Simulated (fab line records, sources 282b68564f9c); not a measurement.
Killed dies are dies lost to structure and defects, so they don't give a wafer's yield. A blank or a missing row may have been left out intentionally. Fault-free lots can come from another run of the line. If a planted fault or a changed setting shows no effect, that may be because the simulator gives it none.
Code-filled problem report in 8D (eight disciplines) form / flow rit_cmos / the parts of the form that need people (team, actions taken, sign-off) are left out

1. PROBLEM STATEMENT
Mean ACTIVE_OXIDE_THK at RIT_ACTIVE_THK_MEAS_02: 31.5 nm over 6 wafers in 2 lots; fault-free wafers: 46.5 nm, standard deviation 0.8. Relative to the usual mean, that is a shift of -19 standard deviations.
Seen first at day 3 19:04 on film_metro-04, wafer L499.2. The record has a number at this step for 39 wafers belonging to 13 lots. Rule for "out" (also "out of limits"): further than 4 standard deviations from the usual mean. Any other wafer with a number is counted as sound.

2. WHAT THIS IS AND IS NOT
question=which readings at this step | is=ACTIVE_OXIDE_THK | is not=-
question=which lots | is=L499, L502 | is not=L488, L489, L490, L491, L497, L501, L503, L505, L506, L508, L510
question=which wafers of those lots | is=all that have a number | is not=-
question=read on which gauges | is=film_metro-03, film_metro-04 | is not=film_metro-01
question=when | is=from day 3 19:04 | is not=up to then (15 sound wafers); but 18 sound wafers of L501, L503, L505, L506, L508, L510 came after

3. WHAT RULES OUT EACH SUSPECT
Counting: a tool at a process step up to the reading stays a suspect if it ran every lot that is out and no sound lot after the first of them.
- the gauge at RIT_ACTIVE_THK_MEAS_02 is ruled out. 2 gauges (film_metro-03, film_metro-04) read the wafers that are out.
- furnace-01 at RIT_ACTIVE_OXIDATION_01 (target thk 46.8 nm, ox time 3360 s): kept. All lots that are out passed through it, beginning with L499 at day 3 17:07, and no sound lot followed; its final sound lot before that point was L489 at day 1 17:06. Out on those wafers are its own readings of spike_tc_centre_C, spike_tc_load_C, spike_tc_source_C, tube_center_temp_C, tube_center_temp_C_max.
After counting, what remains is furnace-01 at RIT_ACTIVE_OXIDATION_01.

4. THE CAUSE (what the simulator had put in)
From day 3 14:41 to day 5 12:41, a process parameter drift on furnace-01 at RIT_ACTIVE_OXIDATION_01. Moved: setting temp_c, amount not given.
Counting left only this tool.

5. THE EFFECT CHAIN, in route order
One row per reading whose mean, taken over the struck wafers that have a number, lies over 3 standard deviations from the usual. Readings are gone through only where the record gives a usual standard deviation; hours: the median, over the lots, of the time from a lot's start at the first step in this table giving one to that lot's start at this step; sigmas: the change measured in usual standard deviations.
hours=0; step=RIT_ACTIVE_OXIDATION_01; reading=spike_tc_centre_C; usual=1001.7 C; on struck wafers=963.3; change=-38.4; sigmas=-24
hours=0; step=RIT_ACTIVE_OXIDATION_01; reading=spike_tc_load_C; usual=1024.6 C; on struck wafers=982.2; change=-42.4; sigmas=-18
hours=0; step=RIT_ACTIVE_OXIDATION_01; reading=spike_tc_source_C; usual=1025 C; on struck wafers=980; change=-45; sigmas=-13
hours=0; step=RIT_ACTIVE_OXIDATION_01; reading=tube_center_temp_C; usual=1000 C; on struck wafers=960; change=-40; sigmas=-99 or more
hours=0; step=RIT_ACTIVE_OXIDATION_01; reading=tube_center_temp_C_max; usual=1002.6; on struck wafers=962.6; change=-40.0; sigmas=-91
hours=0; step=RIT_ACTIVE_OXIDATION_01; reading=zone_power_centre_pct; usual=45.9 %; on struck wafers=43.3; change=-2.6; sigmas=-5.0
hours=2; step=RIT_ACTIVE_THK_MEAS_02; reading=ACTIVE_OXIDE_THK; usual=46.5 nm; on struck wafers=31.5; change=-15.0; sigmas=-19
Here are the process steps it includes:
- RIT_ACTIVE_OXIDATION_01: target thk 46.8 nm, ox time 3360 s.
At these later measuring or inspecting steps, every struck wafer for which the step has a row has a number for every such reading, and none has moved that far: RIT_M1_CD_MEAS_09.

6. WHAT WOULD HAVE CAUGHT IT SOONER
4 hours passed between the start of the fault at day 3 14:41 and the first reading out of limits at a measuring or inspecting step in this record, taken at day 3 19:04.
The tool's own readings at RIT_ACTIVE_OXIDATION_01 were out on every struck wafer that the step has a row for (spike_tc_centre_C, spike_tc_load_C, spike_tc_source_C, tube_center_temp_C, tube_center_temp_C_max): an alarm limit on them would have fired on the first of those.
Of the lots that are out (2), L502 began RIT_ACTIVE_OXIDATION_01 on furnace-01 after day 3 19:04. A hold on the tool at that time would have spared it.
